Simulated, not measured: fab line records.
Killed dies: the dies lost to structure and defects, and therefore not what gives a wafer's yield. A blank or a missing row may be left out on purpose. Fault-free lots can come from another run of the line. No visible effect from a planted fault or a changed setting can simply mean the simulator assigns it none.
The tool behind it: which one? || flow berkeleyCmos170 || Sampling: 14 lots, 42 wafers, 4 of 331 route steps

== WHAT THE GAUGES SHOWED, per wafer ==
UCB170_PVT_TW_MEAS_09. Usual: PVT_TW typically reads 504, with standard deviation 6.8.
{"lot": "L216", "measured": "day 6 02:52", "on": "filmMetro-02", "PVT_TW": "516 513 513", "flag": ""}
{"lot": "L218", "measured": "day 6 08:35", "on": "filmMetro-02", "PVT_TW": "511 514 513", "flag": ""}
{"lot": "L219", "measured": "day 6 09:05", "on": "filmMetro-04", "PVT_TW": "497 496 500", "flag": ""}
{"lot": "L221", "measured": "day 6 15:35", "on": "filmMetro-04", "PVT_TW": "497 498 498", "flag": ""}
{"lot": "L223", "measured": "day 7 05:03", "on": "filmMetro-01", "PVT_TW": "509 507 503", "flag": ""}
{"lot": "L224", "measured": "day 7 09:16", "on": "filmMetro-02", "PVT_TW": "516 514 516", "flag": ""}
{"lot": "L225", "measured": "day 7 14:36", "on": "filmMetro-02", "PVT_TW": "512 515 514", "flag": ""}
{"lot": "L230", "measured": "day 8 02:26", "on": "filmMetro-04", "PVT_TW": "501 501 503", "flag": ""}
{"lot": "L232", "measured": "day 9 05:41", "on": "filmMetro-04", "PVT_TW": "494 497 494", "flag": ""}
{"lot": "L234", "measured": "day 9 09:49", "on": "filmMetro-02", "PVT_TW": "507 510 510", "flag": ""}
{"lot": "L239", "measured": "day 10 11:43", "on": "filmMetro-04", "PVT_TW": "496 497 498", "flag": ""}
{"lot": "L238", "measured": "day 10 11:45", "on": "filmMetro-01", "PVT_TW": "504 504 502", "flag": ""}
{"lot": "L236", "measured": "day 10 12:01", "on": "filmMetro-02", "PVT_TW": "513 511 512", "flag": ""}
{"lot": "L237", "measured": "day 10 12:07", "on": "filmMetro-02", "PVT_TW": "514 513 514", "flag": ""}

UCB170_NLDD_OVL_MEAS_07. Usual: NLDD_OVL typically reads -4 nm, with standard deviation 6.1.
{"lot": "L216", "measured": "day 6 19:49", "on": "overlay-01", "NLDD_OVL (nm)": "-7 -4 1", "flag": ""}
{"lot": "L218", "measured": "day 7 02:37", "on": "overlay-02", "NLDD_OVL (nm)": "-11 -10 -15", "flag": ""}
{"lot": "L219", "measured": "day 7 02:53", "on": "overlay-02", "NLDD_OVL (nm)": "3 -5 2", "flag": ""}
{"lot": "L221", "measured": "day 7 05:20", "on": "overlay-02", "NLDD_OVL (nm)": "-3 1 6", "flag": ""}
{"lot": "L223", "measured": "day 7 21:46", "on": "overlay-02", "NLDD_OVL (nm)": "-8 -3 -6", "flag": ""}
{"lot": "L224", "measured": "day 8 04:10", "on": "overlay-01", "NLDD_OVL (nm)": "-7 -1 2", "flag": ""}
{"lot": "L225", "measured": "day 8 03:38", "on": "overlay-01", "NLDD_OVL (nm)": "-7 -1 -13", "flag": ""}
{"lot": "L230", "measured": "day 8 18:01", "on": "overlay-02", "NLDD_OVL (nm)": "1 4 3", "flag": ""}
{"lot": "L232", "measured": "day 9 21:26", "on": "overlay-01", "NLDD_OVL (nm)": "3 -2 -6", "flag": ""}
{"lot": "L234", "measured": "day 9 23:50", "on": "overlay-02", "NLDD_OVL (nm)": "-8 2 -2", "flag": ""}
{"lot": "L239", "measured": "day 11 05:38", "on": "overlay-02", "NLDD_OVL (nm)": "-9 -11 -16", "flag": ""}
{"lot": "L238", "measured": "day 11 06:16", "on": "overlay-02", "NLDD_OVL (nm)": "-9 -16 -9", "flag": ""}
{"lot": "L236", "measured": "day 11 06:36", "on": "overlay-02", "NLDD_OVL (nm)": "-13 -3 -13", "flag": ""}
{"lot": "L237", "measured": "day 11 06:50", "on": "overlay-02", "NLDD_OVL (nm)": "11 9 6", "flag": ""}

UCB170_V1_THK_MEAS_01. Usual: V1_TEOS_THK typically reads 2006 nm, with standard deviation 29.
{"lot": "L216", "measured": "day 7 20:17", "on": "filmMetro-03", "V1_TEOS_THK (nm)": "1994 1992 2045", "flag": ""}
{"lot": "L218", "measured": "day 8 01:21", "on": "filmMetro-04", "V1_TEOS_THK (nm)": "2026 2065 2065", "flag": ""}
{"lot": "L219", "measured": "day 8 01:30", "on": "filmMetro-03", "V1_TEOS_THK (nm)": "1966 2006 2033", "flag": ""}
{"lot": "L221", "measured": "day 8 01:26", "on": "filmMetro-01", "V1_TEOS_THK (nm)": "1968 1963 2012", "flag": ""}
{"lot": "L223", "measured": "day 8 22:24", "on": "filmMetro-04", "V1_TEOS_THK (nm)": "1990 1960 2029", "flag": ""}
{"lot": "L224", "measured": "day 9 04:14", "on": "filmMetro-01", "V1_TEOS_THK (nm)": "2014 1993 2051", "flag": ""}
{"lot": "L225", "measured": "day 9 04:15", "on": "filmMetro-04", "V1_TEOS_THK (nm)": "2029 1994 2047", "flag": ""}
{"lot": "L230", "measured": "day 9 20:40", "on": "filmMetro-04", "V1_TEOS_THK (nm)": "1985 1977 2032", "flag": ""}
{"lot": "L232", "measured": "day 10 22:38", "on": "filmMetro-01", "V1_TEOS_THK (nm)": "2005 1991 1983", "flag": ""}
{"lot": "L234", "measured": "day 11 03:56", "on": "filmMetro-03", "V1_TEOS_THK (nm)": "2010 2007 2023", "flag": ""}
{"lot": "L239", "measured": "day 12 02:46", "on": "filmMetro-04", "V1_TEOS_THK (nm)": "1990 2032 2001", "flag": ""}
{"lot": "L238", "measured": "day 12 05:53", "on": "filmMetro-04", "V1_TEOS_THK (nm)": "1960 1929 2012", "flag": ""}
{"lot": "L236", "measured": "day 12 02:47", "on": "filmMetro-03", "V1_TEOS_THK (nm)": "1975 2057 1900", "flag": ""}
{"lot": "L237", "measured": "day 12 05:53", "on": "filmMetro-01", "V1_TEOS_THK (nm)": "1891 2055 1887", "flag": ""}

== WHICH TOOL RAN EACH LOT (tool, then ch and the chambers of the sampled wafers, then the start) ==
{"lot": "L216", "UCB170_V1_CVD_00": "pecvd-01 ch 0,1,2, day 7 20:08"}
{"lot": "L218", "UCB170_V1_CVD_00": "pecvd-01 ch 0,1, day 8 01:11"}
{"lot": "L219", "UCB170_V1_CVD_00": "pecvd-01 ch 0,1, day 8 01:20"}
{"lot": "L221", "UCB170_V1_CVD_00": "pecvd-03 ch 0,1, day 8 01:16"}
{"lot": "L223", "UCB170_V1_CVD_00": "pecvd-04 ch 1,2, day 8 22:14"}
{"lot": "L224", "UCB170_V1_CVD_00": "pecvd-03 ch 0,1,2, day 9 04:05"}
{"lot": "L225", "UCB170_V1_CVD_00": "pecvd-01 ch 1,2, day 9 04:05"}
{"lot": "L230", "UCB170_V1_CVD_00": "pecvd-01 ch 0,1,2, day 9 20:31"}
{"lot": "L232", "UCB170_V1_CVD_00": "pecvd-01 ch 0,1, day 10 22:29"}
{"lot": "L234", "UCB170_V1_CVD_00": "pecvd-03 ch 0,1, day 11 03:46"}
{"lot": "L239", "UCB170_V1_CVD_00": "pecvd-03 ch 0,1,2, day 12 02:36"}
{"lot": "L238", "UCB170_V1_CVD_00": "pecvd-04 ch 0,2, day 12 05:43"}
{"lot": "L236", "UCB170_V1_CVD_00": "pecvd-01 ch 0,1,2, day 12 02:36"}
{"lot": "L237", "UCB170_V1_CVD_00": "pecvd-01 ch 0,2, day 12 05:43"}
- UCB170_V1_CVD_00: deposits SiO2 from TEOS/O2, target thk 2000 nm, time 250 s.

== WHAT THE TOOLS THEMSELVES READ (means of the sampled wafers that have a number; where no wafer has one, the mark that the record gives instead) ==
UCB170_V1_CVD_00. Usual: heaterPowerW at 245 W, with a standard deviation of 44.
{"lot": "L216", "tool": "pecvd-01", "heaterPowerW (W)": 275, "flag": ""}
{"lot": "L218", "tool": "pecvd-01", "heaterPowerW (W)": 262, "flag": ""}
{"lot": "L219", "tool": "pecvd-01", "heaterPowerW (W)": 245, "flag": ""}
{"lot": "L221", "tool": "pecvd-03", "heaterPowerW (W)": 236, "flag": ""}
{"lot": "L223", "tool": "pecvd-04", "heaterPowerW (W)": 274, "flag": ""}
{"lot": "L224", "tool": "pecvd-03", "heaterPowerW (W)": 255, "flag": ""}
{"lot": "L225", "tool": "pecvd-01", "heaterPowerW (W)": 247, "flag": ""}
{"lot": "L230", "tool": "pecvd-01", "heaterPowerW (W)": 274, "flag": ""}
{"lot": "L232", "tool": "pecvd-01", "heaterPowerW (W)": 230, "flag": ""}
{"lot": "L234", "tool": "pecvd-03", "heaterPowerW (W)": 224, "flag": ""}
{"lot": "L239", "tool": "pecvd-03", "heaterPowerW (W)": 256, "flag": ""}
{"lot": "L238", "tool": "pecvd-04", "heaterPowerW (W)": 232, "flag": ""}
{"lot": "L236", "tool": "pecvd-01", "heaterPowerW (W)": 253, "flag": ""}
{"lot": "L237", "tool": "pecvd-01", "heaterPowerW (W)": 269, "flag": ""}

== THE ANSWER, worked out from the rows above alone ==
Rule: take the mean of a lot's wafers that have a number; if it is more than 3 standard deviations from the usual mean, the lot is off. A lot without any number at a reading at which 4 lots or more have one is off too. All remaining lots with rows at the step are treated as sound. Order of review: gauges by route order, followed by the tools' own readings, for which a lot's mean as printed above is used. The first step at which some lot is off is used, and at that step the reading that is off furthest; a lot without a number counts as furthest.
Across all readings shown, no lot is off: no conclusion can be drawn from this.

== WHAT HAD BEEN PUT IN BY THE SIMULATOR ==
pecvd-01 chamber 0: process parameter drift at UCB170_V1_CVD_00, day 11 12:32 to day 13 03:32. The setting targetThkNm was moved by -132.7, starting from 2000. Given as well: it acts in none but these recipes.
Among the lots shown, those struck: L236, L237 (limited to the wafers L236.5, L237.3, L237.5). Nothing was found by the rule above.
